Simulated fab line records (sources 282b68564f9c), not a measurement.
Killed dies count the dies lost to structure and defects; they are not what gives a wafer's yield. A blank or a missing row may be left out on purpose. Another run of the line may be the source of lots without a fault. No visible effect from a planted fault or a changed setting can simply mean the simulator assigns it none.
fab line records / flow ritCmos
record lots=14 wafers=42 lastDay=7
route steps=202 shown WELLDRIVE@50 NWELL@51 PWELL@52 M1@202
lots that met no fault: from a run of the same line without faults
startH: the number of hours between the record's first day and the start of the first shown wafer of the lot / waitH: how many hours have passed since the lot's step before this one / " identical to the entry in the row above / L1.1+2: several wafers, shown together as one row / - no value, or no start given / * or withheld: withheld / < > ~ a bound
route shown NAME@n: a module of which the file shows steps, and the number in the route of the first / usual: mean/standard deviation of fault-free wafers / same: alike in all rows / chamber/n: place in a boat / sites: readings site by site / _std_site: how widely they spread, as a standard deviation / _edge_site: inner sites' mean taken away from outer sites' mean / radiusMm: for every site, how far away it sits from the centre of the wafer / mask NAME#n: copy n / behind: the tool/chamber that last shaped the wafer / hold: cause of the lot's hold/its duration in hours/its outcome / device: names the non-switching transistor (n, p or np) / end of line: tests run on the same wafers once the route is complete / a step given without rows: its recipe and nothing more / killed: dies that structure and defects cost at the first sort, which is not the same as the wafer's yield / map: the dies of a wafer, with x for killed, . for not killed, _ for no die there
set.NAME: the setting the step ran with; set.NAME@STEP: the setting that earlier step ran with / model.NAME: the simulator's own value behind a step, which no gauge read
a sample of lots followed through the steps of the route, with each step as a table and each wafer as a row
services: when a tool's chamber went out of use (startH, in hours from the record's first day, below 0 if earlier), for how many hours, and the reason
## steps
# step RIT_WELLDRIVE_ANNEAL_00
# recipe tempC=1100 timeS=14700 ambient=N2
# usual spikeTcCentreC=1102.6/1.2 spikeTcLoadC=1129/4.1 spikeTcSourceC=1124/5.1 tube_center_temp_C_max=1102.9/0.49 zonePowerCentrePct=56/3.9 zonePowerLoadPct=44.9/1.1
lot.wafer=L570.1 tool=furnace-04 chamber=0 startH=33.53 waitH=0.1 spikeTcCentreC=1101.3 spikeTcLoadC=1126 spikeTcSourceC=1128 tube_center_temp_C_max=1102.3 zonePowerCentrePct=51 zonePowerLoadPct=43.8
lot.wafer=L570.2 tool=furnace-04 chamber=0 startH=33.53 waitH=0.1 spikeTcCentreC=1103.7 spikeTcLoadC=1126 spikeTcSourceC=1129 tube_center_temp_C_max=1103.2 zonePowerCentrePct=50 zonePowerLoadPct=43.6
lot.wafer=L570.6 tool=furnace-04 chamber=0 startH=33.53 waitH=0.1 spikeTcCentreC=1102.7 spikeTcLoadC=1127 spikeTcSourceC=1125 tube_center_temp_C_max=1102.5 zonePowerCentrePct=51 zonePowerLoadPct=44.5
lot.wafer=L572.1 tool=furnace-04 chamber=0 startH=45.47 waitH=0.1 spikeTcCentreC=1104.1 spikeTcLoadC=1125 spikeTcSourceC=1129 tube_center_temp_C_max=1102.8 zonePowerCentrePct=50 zonePowerLoadPct=44.2
lot.wafer=L572.4 tool=furnace-04 chamber=0 startH=45.47 waitH=0.1 spikeTcCentreC=1101.8 spikeTcLoadC=1126 spikeTcSourceC=1128 tube_center_temp_C_max=1102.5 zonePowerCentrePct=52 zonePowerLoadPct=43.8
lot.wafer=L572.5 tool=furnace-04 chamber=0 startH=45.47 waitH=0.1 spikeTcCentreC=1102.7 spikeTcLoadC=1126 spikeTcSourceC=1128 tube_center_temp_C_max=1102.3 zonePowerCentrePct=53 zonePowerLoadPct=43.8
lot.wafer=L574.1 tool=furnace-01 chamber=0 startH=54.15 waitH=0.1 spikeTcCentreC=1102.0 spikeTcLoadC=1133 spikeTcSourceC=1118 tube_center_temp_C_max=1102.6 zonePowerCentrePct=59 zonePowerLoadPct=44.4
lot.wafer=L574.3 tool=furnace-01 chamber=0 startH=54.15 waitH=0.1 spikeTcCentreC=1103.3 spikeTcLoadC=1133 spikeTcSourceC=1119 tube_center_temp_C_max=1103.3 zonePowerCentrePct=59 zonePowerLoadPct=45.6
lot.wafer=L574.4 tool=furnace-01 chamber=0 startH=54.15 waitH=0.1 spikeTcCentreC=1102.7 spikeTcLoadC=1132 spikeTcSourceC=1117 tube_center_temp_C_max=1102.8 zonePowerCentrePct=60 zonePowerLoadPct=45.3
lot.wafer=L575.1 tool=furnace-02 chamber=0 startH=58.20 waitH=0.8 spikeTcCentreC=1102.1 spikeTcLoadC=1121 spikeTcSourceC=1129 tube_center_temp_C_max=1102.1 zonePowerCentrePct=58 zonePowerLoadPct=46.3
lot.wafer=L575.4 tool=furnace-02 chamber=0 startH=58.20 waitH=0.8 spikeTcCentreC=1101.9 spikeTcLoadC=1122 spikeTcSourceC=1129 tube_center_temp_C_max=1103.1 zonePowerCentrePct=57 zonePowerLoadPct=47.0
lot.wafer=L575.6 tool=furnace-02 chamber=0 startH=58.20 waitH=0.8 spikeTcCentreC=1102.3 spikeTcLoadC=1123 spikeTcSourceC=1130 tube_center_temp_C_max=1102.7 zonePowerCentrePct=57 zonePowerLoadPct=46.9
lot.wafer=L576.2 tool=furnace-01 chamber=0 startH=64.40 waitH=0.2 spikeTcCentreC=1104.3 spikeTcLoadC=1131 spikeTcSourceC=1118 tube_center_temp_C_max=1102.4 zonePowerCentrePct=59 zonePowerLoadPct=45.9
lot.wafer=L576.4 tool=furnace-01 chamber=0 startH=64.40 waitH=0.2 spikeTcCentreC=1102.6 spikeTcLoadC=1134 spikeTcSourceC=1118 tube_center_temp_C_max=1102.6 zonePowerCentrePct=59 zonePowerLoadPct=45.5
lot.wafer=L576.6 tool=furnace-01 chamber=0 startH=64.40 waitH=0.2 spikeTcCentreC=1102.2 spikeTcLoadC=1133 spikeTcSourceC=1118 tube_center_temp_C_max=1103.1 zonePowerCentrePct=59 zonePowerLoadPct=44.2
lot.wafer=L577.2 tool=furnace-04 chamber=0 startH=70.47 waitH=0.0 spikeTcCentreC=1102.4 spikeTcLoadC=1127 spikeTcSourceC=1129 tube_center_temp_C_max=1103.1 zonePowerCentrePct=51 zonePowerLoadPct=43.9
lot.wafer=L577.3 tool=furnace-04 chamber=0 startH=70.47 waitH=0.0 spikeTcCentreC=1105.3 spikeTcLoadC=1125 spikeTcSourceC=1129 tube_center_temp_C_max=1101.7 zonePowerCentrePct=51 zonePowerLoadPct=45.0
lot.wafer=L577.4 tool=furnace-04 chamber=0 startH=70.47 waitH=0.0 spikeTcCentreC=1104.8 spikeTcLoadC=1126 spikeTcSourceC=1131 tube_center_temp_C_max=1102.6 zonePowerCentrePct=50 zonePowerLoadPct=44.5
lot.wafer=L578.1 tool=furnace-01 chamber=0 startH=73.55 waitH=0.5 spikeTcCentreC=1102.2 spikeTcLoadC=1133 spikeTcSourceC=1118 tube_center_temp_C_max=1102.4 zonePowerCentrePct=59 zonePowerLoadPct=46.1
lot.wafer=L578.2 tool=furnace-01 chamber=0 startH=73.55 waitH=0.5 spikeTcCentreC=1101.9 spikeTcLoadC=1134 spikeTcSourceC=1120 tube_center_temp_C_max=1103.4 zonePowerCentrePct=59 zonePowerLoadPct=44.6
lot.wafer=L578.3 tool=furnace-01 chamber=0 startH=73.55 waitH=0.5 spikeTcCentreC=1102.6 spikeTcLoadC=1133 spikeTcSourceC=1120 tube_center_temp_C_max=1102.7 zonePowerCentrePct=60 zonePowerLoadPct=45.7
lot.wafer=L579.1 tool=furnace-02 chamber=0 startH=78.00 waitH=0.1 spikeTcCentreC=1102.3 spikeTcLoadC=1123 spikeTcSourceC=1132 tube_center_temp_C_max=1103.0 zonePowerCentrePct=57 zonePowerLoadPct=46.2
lot.wafer=L579.3 tool=furnace-02 chamber=0 startH=78.00 waitH=0.1 spikeTcCentreC=1102.0 spikeTcLoadC=1123 spikeTcSourceC=1128 tube_center_temp_C_max=1102.7 zonePowerCentrePct=57 zonePowerLoadPct=47.5
lot.wafer=L579.5 tool=furnace-02 chamber=0 startH=78.00 waitH=0.1 spikeTcCentreC=1101.4 spikeTcLoadC=1123 spikeTcSourceC=1132 tube_center_temp_C_max=1103.0 zonePowerCentrePct=58 zonePowerLoadPct=46.2
lot.wafer=L581.3 tool=furnace-01 chamber=0 startH=88.89 waitH=0.2 spikeTcCentreC=1102.6 spikeTcLoadC=1132 spikeTcSourceC=1119 tube_center_temp_C_max=1102.9 zonePowerCentrePct=58 zonePowerLoadPct=44.7
lot.wafer=L581.4 tool=furnace-01 chamber=0 startH=88.89 waitH=0.2 spikeTcCentreC=1101.1 spikeTcLoadC=1133 spikeTcSourceC=1118 tube_center_temp_C_max=1103.2 zonePowerCentrePct=59 zonePowerLoadPct=44.3
lot.wafer=L581.5 tool=furnace-01 chamber=0 startH=88.89 waitH=0.2 spikeTcCentreC=1102.8 spikeTcLoadC=1134 spikeTcSourceC=1119 tube_center_temp_C_max=1102.7 zonePowerCentrePct=58 zonePowerLoadPct=45.1
lot.wafer=L583.1 tool=furnace-04 chamber=0 startH=100.71 waitH=1.4 spikeTcCentreC=1068.7 spikeTcLoadC=1125 spikeTcSourceC=1129 tube_center_temp_C_max=1103.1 zonePowerCentrePct=33 zonePowerLoadPct=47.3
lot.wafer=L583.2 tool=furnace-04 chamber=0 startH=100.71 waitH=1.4 spikeTcCentreC=1068.2 spikeTcLoadC=1128 spikeTcSourceC=1129 tube_center_temp_C_max=1103.9 zonePowerCentrePct=32 zonePowerLoadPct=48.4
lot.wafer=L583.5 tool=furnace-04 chamber=0 startH=100.71 waitH=1.4 spikeTcCentreC=1068.7 spikeTcLoadC=1126 spikeTcSourceC=1128 tube_center_temp_C_max=1102.4 zonePowerCentrePct=33 zonePowerLoadPct=47.1
lot.wafer=L584.1 tool=furnace-01 chamber=0 startH=105.75 waitH=0.7 spikeTcCentreC=1102.1 spikeTcLoadC=1132 spikeTcSourceC=1119 tube_center_temp_C_max=1102.7 zonePowerCentrePct=59 zonePowerLoadPct=44.6
lot.wafer=L584.2 tool=furnace-01 chamber=0 startH=105.75 waitH=0.7 spikeTcCentreC=1101.8 spikeTcLoadC=1133 spikeTcSourceC=1118 tube_center_temp_C_max=1102.5 zonePowerCentrePct=59 zonePowerLoadPct=44.8
lot.wafer=L584.5 tool=furnace-01 chamber=0 startH=105.75 waitH=0.7 spikeTcCentreC=1103.5 spikeTcLoadC=1132 spikeTcSourceC=1120 tube_center_temp_C_max=1102.8 zonePowerCentrePct=59 zonePowerLoadPct=45.1
lot.wafer=L585.3 tool=furnace-04 chamber=0 startH=110.93 waitH=0.5 spikeTcCentreC=1067.3 spikeTcLoadC=1126 spikeTcSourceC=1130 tube_center_temp_C_max=1102.2 zonePowerCentrePct=33 zonePowerLoadPct=47.5
lot.wafer=L585.4 tool=furnace-04 chamber=0 startH=110.93 waitH=0.5 spikeTcCentreC=1067.1 spikeTcLoadC=1127 spikeTcSourceC=1129 tube_center_temp_C_max=1103.7 zonePowerCentrePct=34 zonePowerLoadPct=48.2
lot.wafer=L585.6 tool=furnace-04 chamber=0 startH=110.93 waitH=0.5 spikeTcCentreC=1069.5 spikeTcLoadC=1129 spikeTcSourceC=1130 tube_center_temp_C_max=1102.4 zonePowerCentrePct=33 zonePowerLoadPct=48.4
lot.wafer=L589.1 tool=furnace-01 chamber=0 startH=135.44 waitH=1.1 spikeTcCentreC=1102.5 spikeTcLoadC=1131 spikeTcSourceC=1120 tube_center_temp_C_max=1103.1 zonePowerCentrePct=59 zonePowerLoadPct=45.1
lot.wafer=L589.4 tool=furnace-01 chamber=0 startH=135.44 waitH=1.1 spikeTcCentreC=1102.3 spikeTcLoadC=1131 spikeTcSourceC=1118 tube_center_temp_C_max=1103.1 zonePowerCentrePct=60 zonePowerLoadPct=45.6
lot.wafer=L589.5 tool=furnace-01 chamber=0 startH=135.44 waitH=1.1 spikeTcCentreC=1102.6 spikeTcLoadC=1133 spikeTcSourceC=1119 tube_center_temp_C_max=1104.3 zonePowerCentrePct=60 zonePowerLoadPct=44.4
lot.wafer=L590.1 tool=furnace-01 chamber=0 startH=140.52 waitH=2.8 spikeTcCentreC=1101.8 spikeTcLoadC=1134 spikeTcSourceC=1119 tube_center_temp_C_max=1102.8 zonePowerCentrePct=59 zonePowerLoadPct=45.2
lot.wafer=L590.4 tool=furnace-01 chamber=0 startH=140.52 waitH=2.8 spikeTcCentreC=1101.7 spikeTcLoadC=1132 spikeTcSourceC=1119 tube_center_temp_C_max=1103.6 zonePowerCentrePct=59 zonePowerLoadPct=44.9
lot.wafer=L590.6 tool=furnace-01 chamber=0 startH=140.52 waitH=2.8 spikeTcCentreC=1101.8 spikeTcLoadC=1131 spikeTcSourceC=1121 tube_center_temp_C_max=1102.7 zonePowerCentrePct=59 zonePowerLoadPct=45.1
# step RIT_WELLDRIVE_RS_MEAS_01
# recipe thkMeasGauge=four-point-probe
# usual NWELL_RS=275.4/0.7
lot.wafer=L570.1 tool=filmMetro-04 chamber=- startH=38.62 waitH=0.0 NWELL_RS[ohm/sq]=274.9
lot.wafer=L570.2 tool=filmMetro-04 chamber=- startH=38.62 waitH=0.0 NWELL_RS[ohm/sq]=276.0
lot.wafer=L570.6 tool=filmMetro-04 chamber=- startH=38.62 waitH=0.0 NWELL_RS[ohm/sq]=275.0
lot.wafer=L572.1 tool=filmMetro-03 chamber=- startH=50.55 waitH=0.0 NWELL_RS[ohm/sq]=275.3
lot.wafer=L572.4 tool=filmMetro-03 chamber=- startH=50.55 waitH=0.0 NWELL_RS[ohm/sq]=275.2
lot.wafer=L572.5 tool=filmMetro-03 chamber=- startH=50.55 waitH=0.0 NWELL_RS[ohm/sq]=275.8
lot.wafer=L574.1 tool=filmMetro-01 chamber=- startH=59.24 waitH=0.0 NWELL_RS[ohm/sq]=275.5
lot.wafer=L574.3 tool=filmMetro-01 chamber=- startH=59.24 waitH=0.0 NWELL_RS[ohm/sq]=275.3
lot.wafer=L574.4 tool=filmMetro-01 chamber=- startH=59.24 waitH=0.0 NWELL_RS[ohm/sq]=275.4
lot.wafer=L575.1 tool=filmMetro-01 chamber=- startH=63.28 waitH=0.0 NWELL_RS[ohm/sq]=275.8
lot.wafer=L575.4 tool=filmMetro-01 chamber=- startH=63.28 waitH=0.0 NWELL_RS[ohm/sq]=276.2
lot.wafer=L575.6 tool=filmMetro-01 chamber=- startH=63.28 waitH=0.0 NWELL_RS[ohm/sq]=275.9
lot.wafer=L576.2 tool=filmMetro-01 chamber=- startH=69.50 waitH=0.0 NWELL_RS[ohm/sq]=275.5
lot.wafer=L576.4 tool=filmMetro-01 chamber=- startH=69.50 waitH=0.0 NWELL_RS[ohm/sq]=275.2
lot.wafer=L576.6 tool=filmMetro-01 chamber=- startH=69.50 waitH=0.0 NWELL_RS[ohm/sq]=274.9
lot.wafer=L577.2 tool=filmMetro-03 chamber=- startH=75.57 waitH=0.0 NWELL_RS[ohm/sq]=275.2
lot.wafer=L577.3 tool=filmMetro-03 chamber=- startH=75.57 waitH=0.0 NWELL_RS[ohm/sq]=275.6
lot.wafer=L577.4 tool=filmMetro-03 chamber=- startH=75.57 waitH=0.0 NWELL_RS[ohm/sq]=275.7
lot.wafer=L578.1 tool=filmMetro-04 chamber=- startH=78.64 waitH=0.0 NWELL_RS[ohm/sq]=275.6
lot.wafer=L578.2 tool=filmMetro-04 chamber=- startH=78.64 waitH=0.0 NWELL_RS[ohm/sq]=276.5
lot.wafer=L578.3 tool=filmMetro-04 chamber=- startH=78.64 waitH=0.0 NWELL_RS[ohm/sq]=275.7
lot.wafer=L579.1 tool=filmMetro-03 chamber=- startH=83.08 waitH=0.0 NWELL_RS[ohm/sq]=274.4
lot.wafer=L579.3 tool=filmMetro-03 chamber=- startH=83.08 waitH=0.0 NWELL_RS[ohm/sq]=274.4
lot.wafer=L579.5 tool=filmMetro-03 chamber=- startH=83.08 waitH=0.0 NWELL_RS[ohm/sq]=274.4
lot.wafer=L581.3 tool=filmMetro-01 chamber=- startH=94.01 waitH=0.0 NWELL_RS[ohm/sq]=274.9
lot.wafer=L581.4 tool=filmMetro-01 chamber=- startH=94.01 waitH=0.0 NWELL_RS[ohm/sq]=274.1
lot.wafer=L581.5 tool=filmMetro-01 chamber=- startH=94.01 waitH=0.0 NWELL_RS[ohm/sq]=274.9
lot.wafer=L583.1 tool=filmMetro-03 chamber=- startH=105.80 waitH=0.0 NWELL_RS[ohm/sq]=293.4
lot.wafer=L583.2 tool=filmMetro-03 chamber=- startH=105.80 waitH=0.0 NWELL_RS[ohm/sq]=288.9
lot.wafer=L583.5 tool=filmMetro-03 chamber=- startH=105.80 waitH=0.0 NWELL_RS[ohm/sq]=279.8
lot.wafer=L584.1 tool=filmMetro-01 chamber=- startH=110.83 waitH=0.0 NWELL_RS[ohm/sq]=276.7
lot.wafer=L584.2 tool=filmMetro-01 chamber=- startH=110.83 waitH=0.0 NWELL_RS[ohm/sq]=275.9
lot.wafer=L584.5 tool=filmMetro-01 chamber=- startH=110.83 waitH=0.0 NWELL_RS[ohm/sq]=276.2
lot.wafer=L585.3 tool=filmMetro-04 chamber=- startH=116.06 waitH=0.0 NWELL_RS[ohm/sq]=284.7
lot.wafer=L585.4 tool=filmMetro-04 chamber=- startH=116.06 waitH=0.0 NWELL_RS[ohm/sq]=281.9
lot.wafer=L585.6 tool=filmMetro-04 chamber=- startH=116.06 waitH=0.0 NWELL_RS[ohm/sq]=277.6
lot.wafer=L589.1 tool=filmMetro-03 chamber=- startH=140.52 waitH=0.0 NWELL_RS[ohm/sq]=275.9
lot.wafer=L589.4 tool=filmMetro-03 chamber=- startH=140.52 waitH=0.0 NWELL_RS[ohm/sq]=274.8
lot.wafer=L589.5 tool=filmMetro-03 chamber=- startH=140.52 waitH=0.0 NWELL_RS[ohm/sq]=275.3
lot.wafer=L590.1 tool=filmMetro-01 chamber=- startH=145.60 waitH=0.0 NWELL_RS[ohm/sq]=275.0
lot.wafer=L590.4 tool=filmMetro-01 chamber=- startH=145.60 waitH=0.0 NWELL_RS[ohm/sq]=275.4
lot.wafer=L590.6 tool=filmMetro-01 chamber=- startH=145.60 waitH=0.0 NWELL_RS[ohm/sq]=276.1
# step RIT_WELLDRIVE_RS_MEAS_02
# recipe thkMeasGauge=four-point-probe
# usual PWELL_RS=429.4/1.1
lot.wafer=L570.1 tool=filmMetro-04 chamber=- startH=38.74 waitH=0.1 PWELL_RS[ohm/sq]=428.4
lot.wafer=L570.2 tool=filmMetro-04 chamber=- startH=38.74 waitH=0.1 PWELL_RS[ohm/sq]=428.0
lot.wafer=L570.6 tool=filmMetro-04 chamber=- startH=38.74 waitH=0.1 PWELL_RS[ohm/sq]=428.9
lot.wafer=L572.1 tool=filmMetro-03 chamber=- startH=50.67 waitH=0.1 PWELL_RS[ohm/sq]=427.8
lot.wafer=L572.4 tool=filmMetro-03 chamber=- startH=50.67 waitH=0.1 PWELL_RS[ohm/sq]=428.7
lot.wafer=L572.5 tool=filmMetro-03 chamber=- startH=50.67 waitH=0.1 PWELL_RS[ohm/sq]=428.2
lot.wafer=L574.1 tool=filmMetro-01 chamber=- startH=59.36 waitH=0.1 PWELL_RS[ohm/sq]=429.4
lot.wafer=L574.3 tool=filmMetro-01 chamber=- startH=59.36 waitH=0.1 PWELL_RS[ohm/sq]=429.8
lot.wafer=L574.4 tool=filmMetro-01 chamber=- startH=59.36 waitH=0.1 PWELL_RS[ohm/sq]=429.0
lot.wafer=L575.1 tool=filmMetro-01 chamber=- startH=63.40 waitH=0.1 PWELL_RS[ohm/sq]=430.2
lot.wafer=L575.4 tool=filmMetro-01 chamber=- startH=63.40 waitH=0.1 PWELL_RS[ohm/sq]=429.9
lot.wafer=L575.6 tool=filmMetro-01 chamber=- startH=63.40 waitH=0.1 PWELL_RS[ohm/sq]=429.7
lot.wafer=L576.2 tool=filmMetro-01 chamber=- startH=69.62 waitH=0.1 PWELL_RS[ohm/sq]=431.4
lot.wafer=L576.4 tool=filmMetro-01 chamber=- startH=69.62 waitH=0.1 PWELL_RS[ohm/sq]=430.5
lot.wafer=L576.6 tool=filmMetro-01 chamber=- startH=69.62 waitH=0.1 PWELL_RS[ohm/sq]=429.2
lot.wafer=L577.2 tool=filmMetro-03 chamber=- startH=75.69 waitH=0.1 PWELL_RS[ohm/sq]=428.2
lot.wafer=L577.3 tool=filmMetro-03 chamber=- startH=75.69 waitH=0.1 PWELL_RS[ohm/sq]=427.8
lot.wafer=L577.4 tool=filmMetro-03 chamber=- startH=75.69 waitH=0.1 PWELL_RS[ohm/sq]=427.4
lot.wafer=L578.1 tool=filmMetro-04 chamber=- startH=78.76 waitH=0.1 PWELL_RS[ohm/sq]=431.4
lot.wafer=L578.2 tool=filmMetro-04 chamber=- startH=78.76 waitH=0.1 PWELL_RS[ohm/sq]=429.6
lot.wafer=L578.3 tool=filmMetro-04 chamber=- startH=78.76 waitH=0.1 PWELL_RS[ohm/sq]=430.6
lot.wafer=L579.1 tool=filmMetro-03 chamber=- startH=83.20 waitH=0.1 PWELL_RS[ohm/sq]=429.3
lot.wafer=L579.3 tool=filmMetro-03 chamber=- startH=83.20 waitH=0.1 PWELL_RS[ohm/sq]=428.9
lot.wafer=L579.5 tool=filmMetro-03 chamber=- startH=83.20 waitH=0.1 PWELL_RS[ohm/sq]=430.3
lot.wafer=L581.3 tool=filmMetro-01 chamber=- startH=94.13 waitH=0.1 PWELL_RS[ohm/sq]=428.2
lot.wafer=L581.4 tool=filmMetro-01 chamber=- startH=94.13 waitH=0.1 PWELL_RS[ohm/sq]=430.1
lot.wafer=L581.5 tool=filmMetro-01 chamber=- startH=94.13 waitH=0.1 PWELL_RS[ohm/sq]=429.3
lot.wafer=L583.1 tool=filmMetro-03 chamber=- startH=105.92 waitH=0.1 PWELL_RS[ohm/sq]=448.7
lot.wafer=L583.2 tool=filmMetro-03 chamber=- startH=105.92 waitH=0.1 PWELL_RS[ohm/sq]=443.9
lot.wafer=L583.5 tool=filmMetro-03 chamber=- startH=105.92 waitH=0.1 PWELL_RS[ohm/sq]=434.7
lot.wafer=L584.1 tool=filmMetro-01 chamber=- startH=110.95 waitH=0.1 PWELL_RS[ohm/sq]=429.5
lot.wafer=L584.2 tool=filmMetro-01 chamber=- startH=110.95 waitH=0.1 PWELL_RS[ohm/sq]=429.8
lot.wafer=L584.5 tool=filmMetro-01 chamber=- startH=110.95 waitH=0.1 PWELL_RS[ohm/sq]=429.4
lot.wafer=L585.3 tool=filmMetro-04 chamber=- startH=116.18 waitH=0.1 PWELL_RS[ohm/sq]=442.7
lot.wafer=L585.4 tool=filmMetro-04 chamber=- startH=116.18 waitH=0.1 PWELL_RS[ohm/sq]=437.1
lot.wafer=L585.6 tool=filmMetro-04 chamber=- startH=116.18 waitH=0.1 PWELL_RS[ohm/sq]=432.5
lot.wafer=L589.1 tool=filmMetro-03 chamber=- startH=140.64 waitH=0.1 PWELL_RS[ohm/sq]=430.4
lot.wafer=L589.4 tool=filmMetro-03 chamber=- startH=140.64 waitH=0.1 PWELL_RS[ohm/sq]=430.2
lot.wafer=L589.5 tool=filmMetro-03 chamber=- startH=140.64 waitH=0.1 PWELL_RS[ohm/sq]=430.5
lot.wafer=L590.1 tool=filmMetro-01 chamber=- startH=145.72 waitH=0.1 PWELL_RS[ohm/sq]=430.9
lot.wafer=L590.4 tool=filmMetro-01 chamber=- startH=145.72 waitH=0.1 PWELL_RS[ohm/sq]=430.0
lot.wafer=L590.6 tool=filmMetro-01 chamber=- startH=145.72 waitH=0.1 PWELL_RS[ohm/sq]=430.6
# step RIT_M1_PROBE_99
# usual killed_at_M0_to_M3=0.0/0.14 killedAtContacts=0.0/0.25 killedAtFrontEnd=6.6/2.7 killedDies=6.7/2.7 killedOpen=3.3/1.9 killedShort=3.4/1.9
# same grossDies=264 killed_at_M4_up=0 killedAtBackSide=0 killedAtOther=0
lot.wafer=L581.3 tool=prober-02 chamber=- startH=126.34 waitH=0.2 killed_at_M0_to_M3=0 killedAtContacts=0 killedAtFrontEnd=6 killedDies=6 killedOpen=2 killedShort=4
lot.wafer=L581.4 tool=prober-02 chamber=- startH=126.39 waitH=0.2 killed_at_M0_to_M3=0 killedAtContacts=0 killedAtFrontEnd=5 killedDies=5 killedOpen=5 killedShort=0
lot.wafer=L581.5 tool=prober-02 chamber=- startH=126.44 waitH=0.2 killed_at_M0_to_M3=0 killedAtContacts=0 killedAtFrontEnd=2 killedDies=2 killedOpen=0 killedShort=2
lot.wafer=L583.1 tool=prober-02 chamber=- startH=144.10 waitH=0.1 killed_at_M0_to_M3=0 killedAtContacts=0 killedAtFrontEnd=10 killedDies=10 killedOpen=6 killedShort=4
lot.wafer=L583.2 tool=prober-02 chamber=- startH=144.15 waitH=0.1 killed_at_M0_to_M3=0 killedAtContacts=0 killedAtFrontEnd=2 killedDies=2 killedOpen=1 killedShort=1
lot.wafer=L583.5 tool=prober-02 chamber=- startH=144.30 waitH=0.2 killed_at_M0_to_M3=0 killedAtContacts=0 killedAtFrontEnd=6 killedDies=6 killedOpen=3 killedShort=3
# killed by level:class
L581.3 GATE:geometricParticle:short=1 GATE:geometricParticle:open=1 REOX:geometricParticle:open=1 REOX:geometricParticle:short=1 SPACER:geometricParticle:short=1 SILICIDE:geometricParticle:short=1
L581.4 FOX1:geometricParticle:open=1 FOX2:geometricParticle:open=1 GATE:geometricParticle:open=1 REOX:geometricParticle:open=1 SILICIDE:geometricParticle:open=1
L581.5 GATE:geometricParticle:short=1 REOX:geometricParticle:short=1
L583.1 FOX1:geometricParticle:open=2 GATE:geometricParticle:short=2 REOX:geometricParticle:open=2 FOX1:geometricParticle:short=1 FOX2:geometricParticle:open=1 GATE:geometricParticle:open=1 SPACER:geometricParticle:short=1
L583.2 GATE:geometricParticle:short=1 GATE:geometricParticle:open=1
L583.5 FOX2:geometricParticle:short=3 GATE:geometricParticle:open=2 SPACER:geometricParticle:open=1
## services
tool=furnace-04 chamber=- startH=27.05 hours=2.7 kind=pm
tool=furnace-01 chamber=- startH=28.89 hours=2.7 kind=pm
tool=furnace-02 chamber=- startH=83.08 hours=75.5 kind=pm
tool=furnace-01 chamber=- startH=126.78 hours=3.6 kind=pm
tool=furnace-04 chamber=- startH=130.90 hours=11.8 kind=repair
## key
firstSign step=RIT_WELLDRIVE_ANNEAL_00 reading=spikeTcCentreC direction=down sigmas=29 usual=1102.6 struck=1068.3
effect step=RIT_WELLDRIVE_ANNEAL_00 reading=zonePowerCentrePct direction=down sigmas=5.8 usual=56 struck=33
effect step=RIT_WELLDRIVE_RS_MEAS_01 reading=NWELL_RS direction=up sigmas=13 usual=275.4 struck=284.4
effect step=RIT_WELLDRIVE_RS_MEAS_02 reading=PWELL_RS direction=up sigmas=9.7 usual=429.4 struck=439.9
metAt RIT_WELLDRIVE_ANNEAL_00
struckLots L583,L585
testerLeftOut L583,L585
onsetBetween 70.47 100.71
fault kind=processParameterDrift tool=furnace-04 chamber=- onsetH=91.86 steps=RIT_WELLDRIVE_ANNEAL_00 channel=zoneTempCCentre offset=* shape=step endH=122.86
# testerLeftOut: of these lots the tester's yield and bins aren't shown, on N5 and GAA mostly nor the transistor test; their killed dies are dies lost to structure and defects alone, not to doping, threshold or leakage, so they don't give the yield
